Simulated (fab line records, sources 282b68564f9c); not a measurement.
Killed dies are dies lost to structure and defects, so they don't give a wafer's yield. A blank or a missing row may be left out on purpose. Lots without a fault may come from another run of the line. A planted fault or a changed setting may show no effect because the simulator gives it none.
One fault seen from 2 desks | flow rit_cmos | each desk has only its own numbers; what lay behind them comes last

THE TOOL OWNER'S DESK: pvd_sputter-04
The tool's own readings at RIT_M1_SPUTTER_00 (material Al, target thk 400 nm, time 500 s): means of the sampled wafers that have a number, for each lot that ran on this tool. A lot is out of limits, marked OUT, if its mean lies more than 4 standard deviations from the usual mean; the brackets give that distance.
Columns: A = substrate_temp_c at RIT_M1_SPUTTER_00, usual 24.99 C; B = throttle_valve_pct at RIT_M1_SPUTTER_00, usual 30.0 %
lot  | first seen here | A     | B
L285 | day 3 18:36     | 24.98 | 29.5
L286 | day 3 21:53     | 25.12 | 28.9
L291 | day 4 17:20     | 24.95 | 29.9
L305 | day 7 17:22     | 24.94 | 30.1
L307 | day 8 04:38     | 25.04 | 30.0
This desk's finding: nothing out of limits on any of the 5 lots.

THE METROLOGY DESK
What the gauges read, lot by lot, whatever tool the lot ran on: means of the sampled wafers that have a number. A lot is out of limits, marked OUT, if its mean lies more than 4 standard deviations from the usual mean; the brackets give that distance.
Columns: A = M1_AL_RS at RIT_M1_RS_MEAS_01, usual 0.0733 ohm/sq; B = M1_AL_THK at RIT_M1_THK_MEAS_02, usual 395 nm
lot  | first seen here | A      | B
L284 | day 3 11:39     | 0.0728 | 397
L285 | day 3 18:54     | 0.0740 | 395
L286 | day 3 22:14     | 0.0742 | 394
L291 | day 4 17:38     | 0.0701 | 417 (+4.6) OUT
L296 | day 5 18:55     | 0.0728 | 396
L298 | day 6 06:17     | 0.0736 | 393
L300 | day 6 15:38     | 0.0724 | 400
L302 | day 7 02:40     | 0.0733 | 392
L304 | day 7 10:56     | 0.0739 | 392
L305 | day 7 17:40     | 0.0725 | 402
L306 | day 8 01:26     | 0.0725 | 402
L307 | day 8 04:56     | 0.0735 | 394
This desk's finding: out of limits on L291; first on L291, day 4 17:45 (M1_AL_THK at RIT_M1_THK_MEAS_02). In limits: L284, L285, L286, L296, L298, L300, L302, L304, L305, L306, L307.

PUT TOGETHER
The metrology desk could have raised an alarm at day 4 17:45, on L291.
The tool owner's desk saw nothing out of limits.
The tool owner's desk has L291 on record, within its limits.
Of the lots named, all ran RIT_M1_SPUTTER_00 on pvd_sputter-04.

WHAT THE SIMULATOR HAD PUT IN
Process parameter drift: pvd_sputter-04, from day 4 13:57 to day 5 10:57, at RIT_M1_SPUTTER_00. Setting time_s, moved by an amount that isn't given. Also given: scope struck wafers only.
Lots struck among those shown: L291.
Hours from the fault's start to each desk's first reading out of limits: the metrology desk, 4.
